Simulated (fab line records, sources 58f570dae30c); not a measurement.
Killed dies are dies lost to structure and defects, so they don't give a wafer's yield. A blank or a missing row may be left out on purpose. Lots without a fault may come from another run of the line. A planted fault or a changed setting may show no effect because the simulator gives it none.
Split-lot experiment | flow berkeley_cmos170 | 5 lots, 23 wafers read, on a route of 331 steps

THE SPLIT
At UCB170_V1_EXPOSE_09 (exposes mask VIA1, target cd 700 nm), the setting dose_mj was moved away from the recipe's 37 on 9 of the 23 wafers read, by -5.3% to +4.4%. The other wafers ran this setting at the recipe's value.

FROM THE SPLIT TO THE READING: what the file shows between them, 4 steps
- UCB170_V1_DEVELOP_11: develop time 45 s (also split here: dev_temp_c)
- UCB170_V1_CD_MEAS_12: target cd 700 nm
- UCB170_V1_ETCH_14: etches SiO2 in CHF3/CF4/Ar, stops on Al, target depth 1250 nm, time 291 s
- UCB170_V1_STRIP_15: strips in O2

THE READING
cd_nm, in nm, at UCB170_V1_CD_MEAS_90 (target cd 700 nm). Fault-free wafers of this fab line usually give 699.8 nm, standard deviation 1.5 nm.

wafer  | tool, chamber at the split | dose_mj as run | against the recipe | cd_nm, nm | against lot-mates on the recipe
L075.1 | krf_scanner-01, 0          | 35.05          | -5.3%              | 689.6     | -11.1
L075.2 | krf_scanner-01, 0          | 35.05          | -5.3%              | 692.2     | -8.5
L075.3 | krf_scanner-01, 0          | 37             | recipe             | 701.1     | -
L075.4 | krf_scanner-01, 0          | 35.05          | -5.3%              | 689.5     | -11.2
L075.5 | krf_scanner-01, 0          | 37             | recipe             | 700.4     | -
L074.2 | krf_scanner-02, 0          | 37             | recipe             | 700.6     | -
L074.3 | krf_scanner-02, 0          | 37             | recipe             | 698.2     | -
L074.4 | krf_scanner-02, 0          | 37             | recipe             | 701.1     | -
L074.5 | krf_scanner-02, 0          | 37             | recipe             | 699.8     | -
L074.6 | krf_scanner-02, 0          | 37             | recipe             | 699.3     | -
L077.1 | krf_scanner-02, 0          | 38.09          | +2.9%              | 707.4     | +6.4
L077.2 | krf_scanner-02, 0          | 38.09          | +2.9%              | 706.5     | +5.5
L077.3 | krf_scanner-02, 0          | 37             | recipe             | 700.4     | -
L077.4 | krf_scanner-02, 0          | 37             | recipe             | 701.5     | -
L077.6 | krf_scanner-02, 0          | 38.09          | +2.9%              | 705.7     | +4.8
L076.1 | krf_scanner-01, 0          | 38.64          | +4.4%              | 707.8     | +7.9
L076.2 | krf_scanner-01, 0          | 38.64          | +4.4%              | 708.5     | +8.6
L076.3 | krf_scanner-01, 0          | 37             | recipe             | 699.6     | -
L076.5 | krf_scanner-01, 0          | 38.64          | +4.4%              | 709.0     | +9.1
L076.6 | krf_scanner-01, 0          | 37             | recipe             | 700.2     | -
L079.2 | krf_scanner-02, 0          | 37             | recipe             | 700.5     | -
L079.4 | krf_scanner-02, 0          | 37             | recipe             | 700.5     | -
L079.6 | krf_scanner-02, 0          | 37             | recipe             | 699.8     | -

THE FIT
A straight line over all 23 wafers: cd_nm changes by +1.9 nm for each +1% of dose_mj; r = +0.99; the points scatter about the line by 0.92 nm.
The same after taking each lot's own level away (the mean of its wafers on the recipe; 23 wafers): +1.94 nm for each +1%; r = +0.99; scatter 0.8 nm.
On that fit, the largest move of dose_mj shifts the reading by 10 nm.
The lots' own levels span 699.80 to 700.95 nm, that is 0.8 times the standard deviation above.
So the lot-to-lot level changes the slope little: the two slopes agree.
Check: with one of the wafers moved furthest among these (-5.3%) left out of the fit, the line predicts -9.99 nm for it against its lot-mates. It came out at -11.1 nm against them.

OTHER SPLITS ON THESE WAFERS
These wafers also went through other splits before the reading. Each is held against what the fit with the lots' levels taken away leaves over:
other split on the same wafers       | wafers away from the commonest value | r with cd_nm (lot level and that fit taken away)
UCB170_SILICIDE_SPUTTER_01 time_s    | 12                                   | -0.10
UCB170_CONTACT_COAT_10 resist_thk_nm | 8                                    | +0.06
UCB170_M1_SPUTTER_00 time_s          | 5                                    | -0.05
UCB170_V1_DEVELOP_11 dev_temp_c      | 6                                    | -0.29

THE WHOLE CHAIN: every reading that the file lists as answering this split, in the file's order
step                 | what it does                                                              | reading                                                   | change (the file's fit)              | r (the file's)
UCB170_V1_CD_MEAS_12 | target cd 700 nm                                                          | cd_nm                                                     | +1.82 nm for each +1% of the setting | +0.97
UCB170_V1_ETCH_14    | etches SiO2 in CHF3/CF4/Ar, stops on Al, target depth 1250 nm, time 291 s | V1.cd_nm (the simulator's own value, which no gauge read) | +1.96 nm for each +1% of the setting | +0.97
UCB170_V1_CD_MEAS_90 | target cd 700 nm                                                          | cd_nm                                                     | +1.94 nm for each +1% of the setting | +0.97

THE FILE'S OWN FIT
cd_nm changes by +1.94 nm for each +1% of dose_mj, r = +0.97.
